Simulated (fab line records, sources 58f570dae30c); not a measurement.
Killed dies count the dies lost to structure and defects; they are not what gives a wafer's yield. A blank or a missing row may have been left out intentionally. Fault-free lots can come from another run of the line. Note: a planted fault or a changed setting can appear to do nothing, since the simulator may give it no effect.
Comparing a struck lot with a sound one / flow berkeley_cmos170 / 17 steps out of a route of 331
Sound: wafers L491.1, L491.2, L491.5. Wafers L501.2, L501.6 were the ones struck. The cause is given at the end.
At each step with rows: each side's tool, then ch and its chambers, then its first start. Under that, the readings that differ: sound wafers / struck wafers / difference of the means / sigmas: that difference in standard deviations of wafers without a fault.
alike: readings with means less than 2 such deviations apart, plus words and numbers identical on both sides. not compared: withheld readings, readings lacking a value on some wafer, bounds such as >300 that could conceal the same value, and numbers that have no deviation in the record and whose values overlap.
Wherever a step has rows on one side only, a row that says differs or no value, or a row with sigmas, the two part there. Numbers that don't overlap but have no deviation are shown without sigmas and don't part them. A reading missing from all wafers of one side parts the sides only when that side holds two or more wafers.

UCB170_M1_SPUTTER_00: material Al, target thk 600 nm, time 80 s.
  sound on pvd_sputter-03, day 10 01:53; struck on pvd_sputter-04, day 12 00:07
  alike: chamber_pressure_pa, throttle_valve_pct
UCB170_M1_RS_MEAS_01: the measuring method here is four-point-probe.
  sound on film_metro-01, day 10 01:56; struck on film_metro-03, day 12 00:12
reading=M1_AL_RS (ohm/sq); sound=0.0488 0.0494 0.0497; struck=0.0472 0.0474; difference=-0.0020; sigmas=-3
UCB170_M1_THK_MEAS_02: measures by xrf.
  sound on film_metro-01, day 10 02:04; struck on film_metro-03, day 12 00:19
  alike: M1_AL_THK
then, 6 steps without rows for these wafers: UCB170_M1_COAT_03; UCB170_M1_COAT_04 (resist thk 900 nm); UCB170_M1_SOFTBAKE_05 (time 60 s); UCB170_M1_EXPOSE_06 (exposes mask METAL1, target cd 700 nm); UCB170_M1_PEB_07; UCB170_M1_DEVELOP_08 (develop time 45 s).
UCB170_M1_CD_MEAS_09: target cd 700 nm.
  sound on cd_sem-01, day 10 04:04; struck on cd_sem-02, day 12 01:56
  alike: cd_nm
UCB170_M1_OVL_MEAS_10:
  sound on overlay-02, day 10 04:11; struck on overlay-02, day 12 02:02
  alike: M1_OVL
UCB170_M1_ETCH_11: etches BARC in N2/H2.
  sound on rie_diel-02 ch 1,3, day 10 04:14; struck on rie_diel-04 ch 2,3, day 12 02:04
  alike: drypump_motor_current_A, oes_product_au, rf_fwd_power_W, throttle_valve_pct
UCB170_M1_METAL_ETCH_12: etches Al in Cl2/BCl3, stops on PSG, target depth 780 nm, time 130 s.
  sound on rie_metal-01 ch 0,1, day 10 04:16; struck on rie_metal-02 ch 0, day 12 02:06
reading=oes_product_au (a.u.); sound=0.877 0.848 0.841; struck=0.646 0.639; difference=-0.213; sigmas=-14
reading=run_length_s (s); sound=158.0 157.3 157.7; struck=253.4 253.0; difference=+95.5; sigmas=+99 or more
reading=model.KrF_of_M1_COAT_04.thk_nm (nm); sound=456.1 450.5 451.9; struck=146.4 151.4; difference=-303.9; sigmas=
reading=model.M1.feature_depth_nm (nm); sound=633.6 627.5 623.8; struck=685.4 682.5; difference=+55.7; sigmas=
reading=model.PSG_of_CONTACT_CVD_01.thk_nm (nm); sound=666.1 664.6 660.6; struck=642.9 643.2; difference=-20.7; sigmas=
  alike: drypump_motor_current_A, mfc_cl2_sccm, rf_fwd_power_W, throttle_valve_pct
  not compared: rf_hours_counter_h
UCB170_M1_STRIP_13: strips in O2.
  sound on plasma_asher-01 ch 0,1, day 10 04:25; struck on plasma_asher-02 ch 0, day 12 02:14
reading=oes_product_au (a.u.); sound=0.718 0.715 0.720; struck=0.475 0.479; difference=-0.241; sigmas=-53
  alike: drypump_motor_current_A
  not compared: rf_hours_counter_h
UCB170_M1_CD_MEAS_90: target cd 700 nm.
  sound on cd_sem-01, day 10 04:54; struck on cd_sem-01, day 12 02:22
reading=cd_nm (nm); sound=699.4 700.9 703.1; struck=681.0 679.5; difference=-20.9; sigmas=-8
then, 1 step without rows for these wafers: UCB170_M1_ANNEAL_14 (time 1200 s).
UCB170_M3_PROBE_99:
  the record has rows for the sound wafers here (prober-01, day 11 04:35) and none for the struck ones

WHERE THEY PART
First at UCB170_M1_RS_MEAS_01; last, within this record, at UCB170_M3_PROBE_99.

WHY: whatever the simulator had introduced
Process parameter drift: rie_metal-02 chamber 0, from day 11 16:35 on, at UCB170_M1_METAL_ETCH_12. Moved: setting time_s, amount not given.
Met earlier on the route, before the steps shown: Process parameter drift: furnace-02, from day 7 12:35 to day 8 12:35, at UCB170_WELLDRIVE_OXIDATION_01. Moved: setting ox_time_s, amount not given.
